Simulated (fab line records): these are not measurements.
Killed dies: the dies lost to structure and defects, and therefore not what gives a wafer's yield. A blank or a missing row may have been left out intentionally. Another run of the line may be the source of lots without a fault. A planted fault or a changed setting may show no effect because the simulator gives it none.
Which tool did it? | flow rit cmos | Sampling: 7 lots, 21 wafers, 2 of 202 route steps

== WHAT EACH GAUGE READ, for each wafer ==
RIT_PSD_TW_MEAS_10.
lot  | measured    | on            | PSD_TW
L793 | day 3 05:29 | film metro-01 | 3450 3459 3457
L796 | day 4 01:28 | film metro-02 | 3391 3416 3423
L800 | day 4 18:29 | film metro-02 | 3397 3405 3382
L807 | day 6 04:18 | film metro-02 | 3405 3431 3421
L809 | day 6 17:23 | film metro-04 | 3413 3446 3419
L811 | day 7 03:50 | film metro-01 | 3481 3488 3477
L815 | day 7 23:44 | film metro-01 | 3489 3483 3486

== EACH LOT AND THE TOOL THAT RAN IT (in order: tool; ch and the chambers of the sampled wafers; start) ==
lot  | RIT_PSD_STRIP_09
L793 | plasma asher-04 ch 0,1, day 3 05:22
L796 | plasma asher-01 ch 0,1, day 4 01:20
L800 | plasma asher-02 ch 0,1, day 4 18:19
L807 | plasma asher-04 ch 0,1, day 6 04:07
L809 | plasma asher-02 ch 0,1, day 6 17:13
L811 | plasma asher-04 ch 0,1, day 7 03:40
L815 | plasma asher-01 ch 0,1, day 7 23:34
- RIT_PSD_STRIP_09: strips in O2, time 180 s.

== THE ANSWER, worked out from the rows above alone ==
Rule: the lots themselves supply what counts as usual. The widest of any qualifying gaps counts: lots, ordered by their means at a reading, are off when they make up no more than a third of the lots, leave a main group of 4 or more, and stand apart from it by 3 or more times the standard deviation of that group's means. The tables above print the reading to a certain number of digits; a main group whose means all agree to those digits is not used. A lot without any number at a reading at which 4 lots or more have one is off too. Any other lot the step has rows for is counted as sound.
No lot is off at any reading shown: from this, nothing can be told.

== WHAT HAD BEEN PUT IN BY THE SIMULATOR ==
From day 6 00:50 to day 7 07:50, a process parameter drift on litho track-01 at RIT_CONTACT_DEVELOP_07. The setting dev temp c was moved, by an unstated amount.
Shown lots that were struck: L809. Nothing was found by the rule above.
